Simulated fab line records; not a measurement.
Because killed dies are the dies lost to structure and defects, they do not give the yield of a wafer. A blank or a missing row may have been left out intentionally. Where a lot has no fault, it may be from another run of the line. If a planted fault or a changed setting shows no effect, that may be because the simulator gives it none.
fab line records	flow rit-cmos
record lots=7	wafers=21	last-day=7
route steps=202 shown NRETRO@60 PRETRO@64 GATE@75 M1@202
lots untouched by any fault: they come from a run of this same line in which no faults occurred
start-h: hours from the record's opening day to when the first of the lot's shown wafers began	wait-h: time in hours since the lot's previous step	" same as the row above	L1.1+2: several wafers, shown together as one row	- either no value or no given start	* or withheld: withheld	< > ~ a bound
route shown NAME@n: names a module that has steps shown in the file, with the first one's number in the route	usual: mean and standard deviation over wafers with no fault	same: alike in all rows	chamber/n: place in a boat	sites: each site's reading	_std_site: the standard deviation of these	_edge_site: the outer-site mean with the inner-site mean subtracted	radius-mm: for every site, how far away it sits from the centre of the wafer	mask NAME#n: copy n	behind: tool/chamber where the wafer was last shaped	hold: why the lot was held/for how many hours/how that ended	device: the n, p or np transistor that did not switch	end of line: at the end of the route, the tests of the same wafers	a step with no rows: only its recipe	killed: count of dies lost to structure and defects at first sort (not the wafer's yield)	map: the dies of a wafer, with x for killed, . for not killed, _ for no die there
set.NAME: setting as actually run; set.NAME@STEP: the setting as run at that earlier step	model.NAME: the simulator's own value behind a step, which no gauge read
lots at selected steps of the route; one table per step, one row per wafer
services: a tool's chamber out of use, with start hour (start-h, from the record's first day; less than 0 if before it), hours out, and reason
## steps
# step RIT_NRETRO_HARDBAKE_07
# recipe resist=NOVOLAK	temp-c=140	time-s=120
# step RIT_NRETRO_IMPLANT_08
# recipe species=P	energy-kev=70	dose-cm2=1e+13	tilt-deg=7
# step RIT_NRETRO_STRIP_09
# recipe chemistry=O2	time-s=180	resist=NOVOLAK	platen-temp-c=withheld	power-w=500	pressure-mtorr=4000	o2-flow-sccm=4000
# usual drypump-motor-current-A=6.0/0.47	o2-flow-sccm=4000/11
lot.wafer	tool	chamber	start-h	wait-h	drypump-motor-current-A	o2-flow-sccm	rf-hours-counter-h
L889.3	plasma-asher-04	1	65.20	0.1	6.7	3995	-
L889.4	"	0	"	"	6.3	3996	-
L889.5	"	0	"	"	6.4	4010	-
L897.1	plasma-asher-02	1	98.38	0.1	5.4	3999	48
L897.3	"	1	"	"	5.4	3987	-
L897.4	"	0	"	"	5.8	3992	-
L899.2	plasma-asher-02	0	108.02	0.1	5.8	4012	49
L899.4	"	1	"	"	5.4	4015	-
L899.5	"	1	"	"	5.4	3996	-
L900.2	plasma-asher-04	0	111.67	0.1	6.4	4001	35
L900.4	"	1	"	"	6.7	3999	-
L900.5	"	0	"	"	6.4	4020	-
L901.2	plasma-asher-02	1	116.76	0.1	5.4	4015	50
L901.5	"	1	"	"	5.4	4006	-
L901.6	"	0	"	"	5.8	4013	-
L904.1	plasma-asher-01	1	131.30	0.1	5.8	4011	1
L904.2	"	0	"	"	5.9	4009	1
L904.5	"	0	"	"	5.9	3998	-
L907.1	plasma-asher-02	1	149.16	0.1	5.3	3995	54
L907.3	"	0	"	"	5.8	4016	-
L907.6	"	0	"	"	5.8	4020	-
# step RIT_NRETRO_TW_MEAS_10
# usual NRETRO_TW=1049/4.9
lot.wafer	tool	chamber	start-h	wait-h	NRETRO_TW
L889.3	film-metro-04	-	65.34	0.1	1050
L889.4	"	-	"	"	1049
L889.5	"	-	"	"	1046
L897.1	film-metro-03	-	98.56	0.1	1046
L897.3	"	-	"	"	1053
L897.4	"	-	"	"	1050
L899.2	film-metro-04	-	108.20	0.1	1043
L899.4	"	-	"	"	1042
L899.5	"	-	"	"	1050
L900.2	film-metro-03	-	111.86	0.1	1047
L900.4	"	-	"	"	1052
L900.5	"	-	"	"	1056
L901.2	film-metro-03	-	116.95	0.1	1055
L901.5	"	-	"	"	1049
L901.6	"	-	"	"	1058
L904.1	film-metro-03	-	131.47	0.1	1049
L904.2	"	-	"	"	1054
L904.5	"	-	"	"	1046
L907.1	film-metro-03	-	149.34	0.1	1052
L907.3	"	-	"	"	1049
L907.6	"	-	"	"	1047
# step RIT_PRETRO_HMDS_00
# recipe prime-time-s=60	prime-temp-c=140
# step RIT_PRETRO_COAT_01
# recipe resist=NOVOLAK	spin-rpm=2000	resist-thk-nm=1300
# step RIT_PRETRO_SOFTBAKE_02
# recipe resist=NOVOLAK	temp-c=90	time-s=60
# step RIT_PRETRO_EXPOSE_03
# recipe mask-id=M5	na=0.57	target-cd-nm=43700	dose-mj=250
# step RIT_PRETRO_PEB_04
# recipe resist=NOVOLAK	temp-c=withheld	time-s=withheld
# step RIT_PRETRO_DEVELOP_05
# recipe resist=NOVOLAK	develop-time-s=68	dev-temp-c=23
# step RIT_PRETRO_OVL_MEAS_06
# usual PRETRO_OVL=-0.1/1.4
lot.wafer	tool	chamber	start-h	wait-h	PRETRO_OVL[nm]
L889.3	overlay-01	-	66.39	-	0.8
L889.4	"	-	"	"	1.7
L889.5	"	-	"	"	0.9
L897.1	overlay-01	-	99.50	-	-0.5
L897.3	"	-	"	"	0.5
L897.4	"	-	"	"	-1.6
L899.2	overlay-01	-	109.26	-	-0.7
L899.4	"	-	"	"	-1.6
L899.5	"	-	"	"	-3.0
L900.2	overlay-01	-	112.92	-	-1.9
L900.4	"	-	"	"	0.1
L900.5	"	-	"	"	-1.0
L901.2	overlay-02	-	118.23	-	0.3
L901.5	"	-	"	"	-1.1
L901.6	"	-	"	"	-1.5
L904.1	overlay-02	-	132.64	-	0.4
L904.2	"	-	"	"	1.2
L904.5	"	-	"	"	1.6
L907.1	overlay-02	-	150.37	-	-1.9
L907.3	"	-	"	"	0.1
L907.6	"	-	"	"	0.1
# step RIT_PRETRO_HARDBAKE_07
# recipe resist=NOVOLAK	temp-c=140	time-s=120
# step RIT_PRETRO_IMPLANT_08
# recipe species=B	energy-kev=45	dose-cm2=1.2e+13	tilt-deg=7
# usual beam-energy-keV=45.001/0.015
lot.wafer	tool	chamber	start-h	wait-h	beam-energy-keV	model.implant.rp-nm	model.implant.drp-nm
L889.3	implanter-02	0	66.89	0.2	44.998	147.1	55.07
L889.4	"	0	"	"	45.011	147.1	55.07
L889.5	"	0	"	"	45.018	147.1	55.07
L897.1	implanter-02	0	99.88	0.2	44.999	141	55.07
L897.3	"	0	"	"	44.990	141	55.07
L897.4	"	0	"	"	45.006	141	55.07
L899.2	implanter-03	0	109.57	0.2	45.015	147	55.07
L899.4	"	0	"	"	44.995	147	55.07
L899.5	"	0	"	"	45.002	147	55.07
L900.2	implanter-03	0	113.22	0.2	29.268	93.94	42.09
L900.4	"	0	"	"	29.242	93.94	42.09
L900.5	"	0	"	"	29.251	93.94	42.09
L901.2	implanter-03	0	118.56	0.2	29.225	91.12	42.09
L901.5	"	0	"	"	29.262	91.12	42.09
L901.6	"	0	"	"	29.243	91.12	42.09
L904.1	implanter-03	0	132.92	0.2	29.247	92	42.09
L904.2	"	0	"	"	29.242	92	42.09
L904.5	"	0	"	"	29.262	92	42.09
L907.1	implanter-01	0	150.66	0.2	45.035	145.2	55.07
L907.3	"	0	"	"	45.015	145.2	55.07
L907.6	"	0	"	"	45.003	145.2	55.07
# step RIT_PRETRO_STRIP_09
# recipe chemistry=O2	time-s=180	resist=NOVOLAK	platen-temp-c=withheld	power-w=500	pressure-mtorr=4000	o2-flow-sccm=4000
# usual drypump-motor-current-A=6.0/0.48	o2-flow-sccm=4000/12
lot.wafer	tool	chamber	start-h	wait-h	drypump-motor-current-A	o2-flow-sccm	rf-hours-counter-h
L889.3	plasma-asher-02	1	67.05	0.1	5.4	4029	-
L889.4	"	0	"	"	5.8	4021	-
L889.5	"	1	"	"	5.4	4006	-
L897.1	plasma-asher-03	1	100.03	0.1	5.4	4015	44
L897.3	"	0	"	"	5.9	3999	-
L897.4	"	1	"	"	5.4	3995	-
L899.2	plasma-asher-04	0	109.69	0.1	6.3	4003	34
L899.4	"	1	"	"	6.7	3991	-
L899.5	"	1	"	"	6.7	4010	-
L900.2	plasma-asher-03	0	113.35	0.1	5.9	3993	46
L900.4	"	0	"	"	5.9	4005	-
L900.5	"	0	"	"	5.9	4005	-
L901.2	plasma-asher-02	1	118.68	0.1	5.3	3981	51
L901.5	"	0	"	"	5.8	4012	-
L901.6	"	1	"	"	5.4	3990	-
L904.1	plasma-asher-02	1	133.07	0.1	5.4	3991	52
L904.2	"	0	"	"	5.8	3991	52
L904.5	"	1	"	"	5.4	3997	-
L907.1	plasma-asher-03	1	150.81	0.1	5.4	3985	50
L907.3	"	0	"	"	5.9	4002	-
L907.6	"	1	"	"	5.4	3993	-
# step RIT_PRETRO_TW_MEAS_10
# usual PRETRO_TW=477/4.8
lot.wafer	tool	chamber	start-h	wait-h	PRETRO_TW
L889.3	film-metro-02	-	67.19	0.1	476
L889.4	"	-	"	"	474
L889.5	"	-	"	"	472
L897.1	film-metro-04	-	100.21	0.1	476
L897.3	"	-	"	"	472
L897.4	"	-	"	"	473
L899.2	film-metro-02	-	109.88	0.1	476
L899.4	"	-	"	"	477
L899.5	"	-	"	"	475
L900.2	film-metro-04	-	113.53	0.1	441
L900.4	"	-	"	"	441
L900.5	"	-	"	"	441
L901.2	film-metro-02	-	118.87	0.1	444
L901.5	"	-	"	"	441
L901.6	"	-	"	"	445
L904.1	film-metro-04	-	133.25	0.1	439
L904.2	"	-	"	"	439
L904.5	"	-	"	"	440
L907.1	film-metro-01	-	150.98	0.1	485
L907.3	"	-	"	"	485
L907.6	"	-	"	"	485
# step RIT_GATE_WET_ETCH_00
# recipe chemistry=BOE	target=SiO2	target-depth-nm=56	time-s=60	dry=n2-spin	dilution=10:1	temp-c=21.5
# step RIT_M1_PROBE_99
# usual killed-at-contacts=0.0/0.2	killed-at-front-end=7.3/2.8	killed-dies=7.3/2.8	killed-open=3.8/1.9	killed-short=3.5/1.8
# same gross-dies=264	killed_at_M0_to_M3=0	killed_at_M4_up=0	killed-at-back-side=0	killed-at-other=0
lot.wafer	tool	chamber	start-h	wait-h	killed-at-contacts	killed-at-front-end	killed-dies	killed-open	killed-short	model.etest.nmos_0p3.r-on-ohm-um	model.etest.nmos_0p15.r-on-ohm-um	model.etest.nmos-turned.drive-ua-um	model.etest.nmos_0p15.drive-ua-um	model.etest.nmos_0p3.drive-ua-um	model.etest.nmos-narrow.drive-ua-um	model.etest.nmos_0p15.swing-mv-dec	model.etest.ring.delay-ps
L889.3	prober-01	-	94.35	0.2	0	8	8	4	4	2153	1155	320.7	466	227.1	227.7	85.8	26.87
L889.4	prober-01	-	94.40	0.2	0	8	8	4	4	2157	1144	329.1	470.5	227.6	226.6	85.6	26.92
L889.5	prober-01	-	94.45	0.2	0	5	5	1	4	2178	1153	323.8	474.9	230.1	224.4	85.75	26.73
L897.1	prober-02	-	128.38	0.1	0	9	9	6	3	2193	1135	313	466.3	220.4	219.9	86.76	26.67
L897.3	prober-02	-	128.48	0.2	0	9	9	4	5	2182	1131	322	468.7	219.1	223.5	86.46	26.5
L897.4	prober-02	-	128.53	0.2	0	5	5	3	2	2173	1122	315.8	470.3	219.7	221.8	86.73	26.22
L899.2	prober-02	-	137.62	0.1	0	10	10	6	4	2156	1108	339.3	466.5	221.7	213.2	86.76	27.71
L899.4	prober-02	-	137.72	0.2	0	3	3	1	2	2152	1133	334.4	463.6	220.4	211.6	86.24	27.66
L899.5	prober-02	-	137.77	0.2	0	9	9	5	4	2168	1121	350.9	470.1	222.2	216.2	86.33	27.64
L900.2	prober-01	-	151.00	0.1	0	7	7	2	4	2368	1195	273.4	417.2	190.6	186.9	86.98	29.02
L900.4	prober-01	-	151.10	0.2	0	4	4	1	3	2321	1183	277.8	427.4	194.3	194.9	86.48	28.17
L900.5	prober-01	-	151.15	0.2	0	5	5	2	2	2351	1167	278.2	428.3	192.3	191	86.76	28.32
L901.2	prober-02	-	151.00	0.1	0	8	8	4	4	2458	1215	256.6	404.6	178	179.9	88.5	28.44
L901.5	prober-02	-	151.15	0.2	0	10	10	5	5	2464	1210	255.1	411.1	177.5	178.6	88.34	28.23
L901.6	prober-02	-	151.20	0.2	0	5	5	1	4	2410	1231	265.1	410.4	182.7	183.2	87.92	28.52
L904.1	prober-01	-	160.87	0.1	1	4	5	1	4	2409	1205	263.6	409.2	182.2	182.6	87.42	29.27
L904.2	prober-01	-	160.92	0.1	0	7	7	4	3	2379	1202	273.6	413.9	184.8	188.2	87.46	28.94
L904.5	prober-01	-	161.07	0.2	1	8	9	6	3	2394	1178	270.5	411.3	179.5	178.3	88.15	28.65
L907.1	prober-02	-	176.64	0.1	0	3	3	0	3	2207	1170	298.1	450.2	217.1	217.3	85.75	28.34
L907.3	prober-02	-	176.74	0.2	0	6	6	4	2	2205	1139	312.8	453.4	215.5	218.8	86.55	28.07
L907.6	prober-02	-	176.89	0.2	0	7	7	3	4	2187	1143	310.9	458.9	219.5	225.8	85.97	27.66
# killed by level:class
L889.3 FOX1:geometric-particle:open=2 GATE:geometric-particle:short=2 FOX2:geometric-particle:short=1 GATE:geometric-particle:open=1 REOX:geometric-particle:short=1 SILICIDE:geometric-particle:open=1
L889.4 SILICIDE:geometric-particle:open=2 FOX1:geometric-particle:short=1 FOX2:geometric-particle:short=1 FOX2:geometric-particle:open=1 GATE:geometric-particle:short=1 SPACER:geometric-particle:open=1 SILICIDE:geometric-particle:short=1
L889.5 SILICIDE:geometric-particle:short=2 FOX1:geometric-particle:open=1 FOX1:geometric-particle:short=1 GATE:geometric-particle:short=1
L897.1 FOX1:geometric-particle:open=3 REOX:geometric-particle:open=3 REOX:geometric-particle:short=2 GATE:geometric-particle:short=1
L897.3 FOX1:geometric-particle:open=2 GATE:geometric-particle:short=2 SPACER:geometric-particle:short=2 REOX:geometric-particle:open=1 REOX:geometric-particle:short=1 SPACER:geometric-particle:open=1
L897.4 REOX:geometric-particle:open=2 FOX1:geometric-particle:open=1 REOX:geometric-particle:short=1 SPACER:geometric-particle:short=1
L899.2 GATE:geometric-particle:open=3 FOX1:geometric-particle:open=2 GATE:geometric-particle:short=2 ACTIVE:geometric-particle:open=1 FOX1:geometric-particle:short=1 SPACER:geometric-particle:short=1
L899.4 GATE:geometric-particle:short=2 FOX1:geometric-particle:open=1
L899.5 GATE:geometric-particle:open=2 GATE:geometric-particle:short=2 FOX1:geometric-particle:open=1 FOX1:geometric-particle:short=1 REOX:geometric-particle:open=1 SPACER:geometric-particle:open=1 SILICIDE:geometric-particle:short=1
L900.2 GATE:geometric-particle:short=2 SPACER:geometric-particle:short=2 FOX1:geometric-particle:open=1 SILICIDE:geometric-particle:open=1 PWELL:coat-microbubble-printed=1
L901.2 FOX1:geometric-particle:short=2 REOX:geometric-particle:open=2 SPACER:geometric-particle:open=2 GATE:geometric-particle:short=1 REOX:geometric-particle:short=1
L900.4 GATE:geometric-particle:short=2 REOX:geometric-particle:open=1 SPACER:geometric-particle:short=1
L900.5 GATE:geometric-particle:short=1 GATE:geometric-particle:open=1 REOX:geometric-particle:short=1 SILICIDE:geometric-particle:open=1 PWELL:coat-microbubble-printed=1
L901.5 GATE:geometric-particle:short=3 FOX1:geometric-particle:open=2 REOX:geometric-particle:short=2 ACTIVE:geometric-particle:open=1 REOX:geometric-particle:open=1 SPACER:geometric-particle:open=1
L901.6 FOX1:geometric-particle:short=2 REOX:geometric-particle:short=2 REOX:geometric-particle:open=1
L904.1 GATE:geometric-particle:short=2 SILICIDE:geometric-particle:short=1 SILICIDE:geometric-particle:open=1 CONTACT:geometric-particle:short=1
L904.2 GATE:geometric-particle:open=2 FOX1:geometric-particle:open=1 GATE:geometric-particle:short=1 REOX:geometric-particle:open=1 SPACER:geometric-particle:short=1 SILICIDE:geometric-particle:short=1
L904.5 GATE:geometric-particle:open=5 FOX2:geometric-particle:short=1 GATE:geometric-particle:short=1 REOX:geometric-particle:short=1 CONTACT:geometric-particle:open=1
L907.1 GATE:geometric-particle:short=3
L907.3 GATE:geometric-particle:open=3 FOX1:geometric-particle:short=2 SILICIDE:geometric-particle:open=1
L907.6 FOX1:geometric-particle:open=2 GATE:geometric-particle:short=2 FOX1:geometric-particle:short=1 SPACER:geometric-particle:short=1 SILICIDE:geometric-particle:open=1
## services
tool	chamber	start-h	hours	kind
implanter-02	-	79.65	3.0	pm
plasma-asher-01	-	83.33	28.1	pm
implanter-01	-	89.92	3.4	repair
implanter-03	-	90.35	1.7	repair
plasma-asher-01	-	111.44	9.0	pm
plasma-asher-01	0	111.44	9.0	vent-cycle
plasma-asher-01	1	111.44	9.0	vent-cycle
plasma-asher-01	-	113.25	4.2	repair
plasma-asher-01	0	120.44	-	clean
plasma-asher-01	1	120.44	-	clean
implanter-01	-	137.13	1.4	repair
## key
first-sign step=RIT_PRETRO_IMPLANT_08	reading=beam-energy-keV	direction=down	sigmas=99+	usual=45.001	struck=29.249
effect step=RIT_PRETRO_TW_MEAS_10	reading=PRETRO_TW	direction=down	sigmas=7.5	usual=477	struck=441
model-effect step=RIT_PRETRO_IMPLANT_08	value=implant.rp-nm	without=139.7	struck=92.35
model-effect step=RIT_M1_PROBE_99	value=etest.nmos_0p3.r-on-ohm-um	without=2145	struck=2395
met-at RIT_PRETRO_IMPLANT_08
struck-wafers L900.2,L900.4,L900.5,L901.2,L901.5,L901.6,L904.1,L904.2,L904.5
tester-left-out L900,L901,L904
onset-between 109.57 113.22
fault kind=process-parameter-drift	tool=implanter-03	chamber=-	onset-h=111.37	steps=RIT_PRETRO_IMPLANT_08	channel=energy-kev	offset=-15.75	shape=step	end-h=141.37	acts-in=these-recipes-only	stated=45
# tester-left-out: of these lots the tester's yield and bins aren't shown, on N5 and GAA mostly nor the transistor test; their killed dies are dies lost to structure and defects alone, not to doping, threshold or leakage, so they don't give the yield
